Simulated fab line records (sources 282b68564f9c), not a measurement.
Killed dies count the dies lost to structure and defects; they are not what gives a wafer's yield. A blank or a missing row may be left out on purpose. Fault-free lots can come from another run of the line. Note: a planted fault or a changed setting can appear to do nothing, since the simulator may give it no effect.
Comparing a struck lot with a sound one || flow ritCmos || 20 steps out of a route of 202
Sound: the wafers L189.2, L189.4, L189.6. Wafers L203.1, L203.2, L203.3 were the ones struck. The cause is named last.
Per side, at each step with rows, come the tool, then ch with its chambers, and then its first start. Under that, the readings that differ: sound wafers || struck wafers || difference of the means || sigmas: that difference in standard deviations of wafers without a fault.
alike: readings with means less than 2 such deviations apart, plus words and numbers identical on both sides. not compared: withheld readings, readings lacking a value on some wafer, bounds such as >300 that could conceal the same value, and numbers that have no deviation in the record and whose values overlap.
Wherever a step has rows on one side only, a row that says differs or no value, or a row with sigmas, the two part there. Non-overlapping numbers with no deviation appear without sigmas and do not part them. A reading missing from all wafers of one side parts the sides only when that side holds two or more wafers.

first, 2 steps without rows for these wafers: RIT_NWELL_HARDBAKE_07 (time 120 s); RIT_NWELL_IMPLANT_08.
RIT_NWELL_STRIP_09: strips in O2, time 180 s.
  sound on plasmaAsher-02 ch 0,1, day 2 09:27; struck on plasmaAsher-02 ch 0,1, day 5 07:51
  alike: drypumpMotorCurrentA
  not compared: rfHoursCounterH
RIT_NWELL_TW_MEAS_10:
  struck on filmMetro-01, day 5 08:01; sound on filmMetro-03, day 2 09:38
  alike: NWELL_TW
then, 6 steps without rows for these wafers: RIT_PWELL_HMDS_00 (prime time 60 s); RIT_PWELL_COAT_01 (resist thk 1300 nm); RIT_PWELL_SOFTBAKE_02 (time 60 s); RIT_PWELL_EXPOSE_03 (exposes mask M3, target cd 43700 nm); RIT_PWELL_PEB_04; RIT_PWELL_DEVELOP_05 (develop time 68 s).
RIT_PWELL_OVL_MEAS_06:
  struck on overlay-02, day 5 09:05; sound on overlay-02, day 2 10:34
  alike: PWELL_OVL
then, 1 step without rows for these wafers: RIT_PWELL_HARDBAKE_07 (time 120 s).
RIT_PWELL_IMPLANT_08:
  sound on implanter-03 ch 0, day 2 10:52; struck on implanter-01 ch 0, day 5 09:22
{"reading": "doseIonsCm2", "sound": "7.006e+13 6.996e+13 6.99e+13", "struck": "8.126e+13 8.138e+13 8.124e+13", "difference": "+1.132e+13", "sigmas": "+99 or more"}
{"reading": "faradayCurrentUA", "sound": "215 221 223", "struck": "258 257 264", "difference": "+40", "sigmas": "+9"}
RIT_PWELL_STRIP_09: strips in O2, time 180 s.
  sound on plasmaAsher-03 ch 0,1, day 2 11:00; struck on plasmaAsher-03 ch 0,1, day 5 09:31
  alike: drypumpMotorCurrentA
  not compared: rfHoursCounterH
RIT_PWELL_TW_MEAS_10:
  struck on filmMetro-02, day 5 09:42; sound on filmMetro-01, day 2 11:11
{"reading": "PWELL_TW", "sound": "945 945 953", "struck": "982 983 980", "difference": "+34", "sigmas": "+3"}
then, 1 step without rows for these wafers: RIT_WELLDRIVE_ANNEAL_00 (time 14700 s).
RIT_WELLDRIVE_RS_MEAS_01: measurement is done with a four-point probe.
  struck on filmMetro-03, day 5 16:23; sound on filmMetro-03, day 2 20:42
{"reading": "NWELL_RS (ohm/sq)", "sound": "277.3 276.9 277.3", "struck": "275.3 275.4 275.6", "difference": -1.7, "sigmas": -2}
RIT_WELLDRIVE_RS_MEAS_02: measurement is done with a four-point probe.
  struck on filmMetro-03, day 5 16:31; sound on filmMetro-03, day 2 20:49
{"reading": "PWELL_RS (ohm/sq)", "sound": "432.5 432.4 431.3", "struck": "391.7 391.5 392.6", "difference": -40.1, "sigmas": -29}
then, 1 step without rows for these wafers: RIT_NRETRO_HMDS_00 (prime time 60 s).
RIT_M1_PROBE_99:
  struck on prober-01, day 6 22:23; sound on prober-02, day 4 04:06
{"reading": "model.etest.nmos_0p3.rOnOhmUm", "sound": "2254 2217 2270", "struck": "2376 2427 2415", "difference": "+159", "sigmas": ""}
{"reading": "model.etest.pwellPinched.rsOhmSq", "sound": "477.4 466.4 468.1", "struck": "416.9 422.8 421.2", "difference": -50.3, "sigmas": ""}
{"reading": "model.etest.pwell.rsOhmSq", "sound": "425.2 415.8 420.6", "struck": "376.6 376 374.5", "difference": -44.8, "sigmas": ""}
{"reading": "model.etest.nmosTurned.driveUaUm", "sound": "319.3 315.9 311.4", "struck": "250.4 251.6 251.1", "difference": -64.5, "sigmas": ""}
{"reading": "model.etest.nmos_0p15.driveUaUm", "sound": "468.4 458.6 454.8", "struck": "414.4 405.9 412.7", "difference": -49.6, "sigmas": ""}
{"reading": "model.etest.nmosNarrow.driveUaUm", "sound": "215 212.5 212.2", "struck": "196.9 196 200", "difference": -15.6, "sigmas": ""}
{"reading": "model.etest.nmos_0p3.driveUaUm", "sound": "218.4 213.2 211.3", "struck": "197.8 196.9 198.9", "difference": -16.4, "sigmas": ""}
{"reading": "model.etest.wellEdgeRight.lineOhmUm", "sound": "181.4 182.4 183.8", "struck": "190.3 189 190.4", "difference": "+7.4", "sigmas": ""}
  alike: killedAtContacts, killedAtFrontEnd, killedDies, killedOpen, killedShort

## WHERE THEY PART
At RIT_PWELL_IMPLANT_08 first; at RIT_WELLDRIVE_RS_MEAS_02 last (within this record only). Later steps at which nothing parts them and some readings are alike: RIT_M1_PROBE_99.

WHY: the cause the simulator had injected
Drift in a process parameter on implanter-01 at RIT_PWELL_IMPLANT_08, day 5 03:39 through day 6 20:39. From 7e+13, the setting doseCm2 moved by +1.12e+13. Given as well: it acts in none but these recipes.
